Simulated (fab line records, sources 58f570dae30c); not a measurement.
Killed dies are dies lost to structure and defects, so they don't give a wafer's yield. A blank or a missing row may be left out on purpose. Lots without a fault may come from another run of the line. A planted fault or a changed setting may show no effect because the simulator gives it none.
Which tool did it? | flow berkeley_cmos170 | 14 lots, 42 wafers sampled, at 3 steps of a route of 331

WHAT THE GAUGES READ, wafer by wafer
UCB170_SILICIDE_RS_MEAS_02: measures by four-point-probe.
lot  | measured     | on            | SILICIDE_TI_RS (ohm/sq)
L678 | day 8 02:01  | film_metro-04 | 26.4 26.5 26.6
L677 | day 8 02:12  | film_metro-03 | 26.1 26.2 25.9
L681 | day 9 02:29  | film_metro-04 | 26.3 25.9 26.1
L679 | day 9 02:44  | film_metro-03 | 26.4 26.3 26.6
L680 | day 9 03:01  | film_metro-04 | 26.5 26.0 26.5
L683 | day 9 12:01  | film_metro-01 | 26.1 26.0 26.4
L684 | day 10 11:45 | film_metro-04 | 26.1 26.4 26.1
L687 | day 10 19:24 | film_metro-04 | 26.1 26.1 26.2
L689 | day 10 19:35 | film_metro-04 | 26.0 26.0 26.0
L688 | day 10 19:55 | film_metro-03 | 25.8 26.0 26.1
L686 | day 10 19:59 | film_metro-01 | 27.4 27.1 27.3 27.6 27.3 27.5
L690 | day 11 15:50 | film_metro-04 | 26.3 26.7 26.4
L695 | day 12 00:54 | film_metro-01 | 27.8 28.0 27.8 28.1 28.3 28.1
L697 | day 12 16:18 | film_metro-01 | 26.0 25.8 25.8

UCB170_SILICIDE_THK_MEAS_03: measures by xrf.
lot  | measured     | on            | SILICIDE_TI_THK (nm)
L678 | day 8 02:08  | film_metro-04 | 30.1 30.0 29.9
L677 | day 8 02:19  | film_metro-03 | 30.3 30.4 30.7
L681 | day 9 02:35  | film_metro-04 | 30.3 30.8 30.6
L679 | day 9 02:50  | film_metro-03 | 30.1 30.1 29.9
L680 | day 9 03:08  | film_metro-04 | 30.2 30.8 30.2
L683 | day 9 12:07  | film_metro-01 | 30.3 30.5 30.1
L684 | day 10 11:52 | film_metro-04 | 30.6 30.4 30.5
L687 | day 10 19:31 | film_metro-04 | 30.7 30.7 30.4
L689 | day 10 19:43 | film_metro-04 | 30.9 30.8 30.6
L688 | day 10 20:01 | film_metro-03 | 31.0 30.7 30.6
L686 | day 10 23:50 | film_metro-01 | 29.2 29.6 29.4
L690 | day 11 15:56 | film_metro-04 | 30.2 29.8 30.1
L695 | day 12 02:37 | film_metro-01 | 29.1 28.8 29.0 29.0 28.8 28.9
L697 | day 12 16:25 | film_metro-01 | 30.7 31.0 31.0

WHICH TOOL RAN EACH LOT (tool, then ch and the chambers of the sampled wafers, then the start)
lot  | UCB170_SILICIDE_SPUTTER_01
L678 | pvd_sputter-03, day 8 01:58
L677 | pvd_sputter-01, day 8 02:09
L681 | pvd_sputter-01, day 9 02:25
L679 | pvd_sputter-04, day 9 02:40
L680 | pvd_sputter-03, day 9 02:59
L683 | pvd_sputter-01, day 9 11:58
L684 | pvd_sputter-03, day 10 11:42
L687 | pvd_sputter-04, day 10 19:22
L689 | pvd_sputter-04, day 10 19:34
L688 | pvd_sputter-01, day 10 19:45
L686 | pvd_sputter-04, day 10 19:56
L690 | pvd_sputter-03, day 11 15:47
L695 | pvd_sputter-04, day 12 00:50
L697 | pvd_sputter-01, day 12 16:16
- UCB170_SILICIDE_SPUTTER_01: material Ti, target thk 30 nm, time 25 s.

WHAT THE TOOLS THEMSELVES READ (means of the sampled wafers that have a number; where no wafer has one, the mark that the record gives instead)
UCB170_SILICIDE_SPUTTER_01.
lot  | tool           | throttle_valve_pct (%)
L678 | pvd_sputter-03 | 29.6
L677 | pvd_sputter-01 | 30.5
L681 | pvd_sputter-01 | 30.0
L679 | pvd_sputter-04 | 29.6
L680 | pvd_sputter-03 | 29.5
L683 | pvd_sputter-01 | 28.9
L684 | pvd_sputter-03 | 29.7
L687 | pvd_sputter-04 | 29.8
L689 | pvd_sputter-04 | 29.8
L688 | pvd_sputter-01 | 30.1
L686 | pvd_sputter-04 | 30.1
L690 | pvd_sputter-03 | 28.8
L695 | pvd_sputter-04 | 29.8
L697 | pvd_sputter-01 | 30.5

THE ANSWER, worked out from the rows above alone
Rule: what is usual is taken from the lots themselves. Put in order of their means at a reading, lots are off if they are a third of the lots or fewer, leave a main group of 4 or more, and stand apart from it by a gap of 3 or more times the standard deviation of the main group's means; of several such gaps the widest counts. A main group whose means are all the same, to the digits that the tables above print for the reading, isn't used. A lot without any number at a reading at which 4 lots or more have one is off too. The other lots that the step has rows for count as sound. The gauges are gone through in route order, then the tools' own readings, and for those a lot's mean is taken as printed above. The first step at which some lot is off is used, and at that step the reading that is off furthest; a lot without a number counts as furthest.
Off: L686, L695, at UCB170_SILICIDE_RS_MEAS_02 (SILICIDE_TI_RS). The main group: mean 26.2 ohm/sq, standard deviation 0.2.
A tool fits if, at a process step before that reading, it ran every lot that is off, and no sound lot after the first of them. The gauges at UCB170_SILICIDE_RS_MEAS_02 are tried like those tools. One fits: pvd_sputter-04 at UCB170_SILICIDE_SPUTTER_01. Its last sound lot is L689 (day 10 19:34), its first lot that is off L686 (day 10 19:56): a fault that began between those two fits.

WHAT THE SIMULATOR HAD PUT IN
Process parameter drift: pvd_sputter-04, from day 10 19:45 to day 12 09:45, at UCB170_SILICIDE_SPUTTER_01. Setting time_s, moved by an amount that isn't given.
Lots struck among those shown: L686, L695. The rule above found the same.
